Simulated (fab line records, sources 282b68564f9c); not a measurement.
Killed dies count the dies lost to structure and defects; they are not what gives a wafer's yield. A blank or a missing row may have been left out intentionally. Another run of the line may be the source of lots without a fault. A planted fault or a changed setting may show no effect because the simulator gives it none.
Problem report, 8D (eight disciplines) form, completed by code	flow rit cmos	the parts of the form that need people (team, actions taken, sign-off) are left out

## 1. WHAT WENT WRONG
run length s at RIT_SPACER_ETCHBACK_05 reads a mean of 386.2 s on 3 wafers of 2 lots; wafers without a fault read 268.5 s with a standard deviation of 0.4. So: +99 or more standard deviations from the usual mean.
The step: etches Si3N4 in SF6/CHF3, stops on SiO2, target depth 250 nm, time 240 s.
First seen on wafer L418.6, day 5 10:14, on rie diel-01. Wafers with a number at this step in the record: 36, from 12 lots. Rule for "out" (also "out of limits"): further than 4 standard deviations from the usual mean. All remaining wafers that have a number are taken as sound.

## 2. WHAT IT IS, WHAT IT ISN'T
question	is	is not
which readings at this step	run length s, oes product au	drypump motor current A, throttle valve pct
which lots	L418, L420	L407, L408, L409, L414, L421, L422, L424, L427, L428, L429
which wafers of those lots	L418.6, L420.4, L420.5	L418.2, L418.4, L420.1
read on which tools	rie diel-01	rie diel-03, rie diel-04
when	from day 5 10:14	up to then (14 sound wafers); but 19 sound wafers of L420, L421, L422, L424, L427, L428, L429 came after

## 3. WHAT RULES OUT EACH SUSPECT
Counting: a tool at a process step up to the reading stays a suspect if it ran every lot that is out. Sound lots after the first of them don't rule it out here, since some wafers of a struck lot are sound.
- rie diel-01 at RIT_SPACER_ETCHBACK_05 (etches Si3N4 in SF6/CHF3, stops on SiO2, target depth 250 nm, time 240 s): kept. It ran every lot that is out, first L418 (day 5 10:14); its last sound lot up to then is L409 (day 3 08:41). On those wafers its own readings are out: oes product au, run length s.
- In rie diel-01 at RIT_SPACER_ETCHBACK_05, the wafers that are out were processed in chamber 3 and their sound lot-mates in chambers 1, 2.
Remaining after the count: rie diel-01 at RIT_SPACER_ETCHBACK_05.

## 4. THE CAUSE (what the simulator had put in)
rie diel-01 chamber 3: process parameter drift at RIT_SPACER_ETCHBACK_05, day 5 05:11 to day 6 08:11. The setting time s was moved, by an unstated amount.
Only this tool survived the counting.

## 5. THE CHAIN OF EFFECTS, in route order
Each row: a reading where the mean over the struck wafers with a number is more than 3 standard deviations away from the usual. Only readings whose record carries a usual standard deviation are examined. hours: median over the lots of the time between each lot's start at the first step of this table that gives one and its start at this step. sigmas: the change, counted in usual standard deviations.
hours	step	reading	usual	on struck wafers	change	sigmas
0	RIT_SPACER_ETCHBACK_05	oes product au	0.842 a.u.	0.628	-0.214	-18
0	RIT_SPACER_ETCHBACK_05	run length s	268.5 s	386.2	+117.7	+99 or more
The process steps in it:
- RIT_SPACER_ETCHBACK_05: etches Si3N4 in SF6/CHF3, stops on SiO2, target depth 250 nm, time 240 s.

## 6. HOW IT WOULD HAVE BEEN CAUGHT EARLIER
In this record the first reading out of limits was taken at day 5 10:14, 5 hours after the fault began at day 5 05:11.
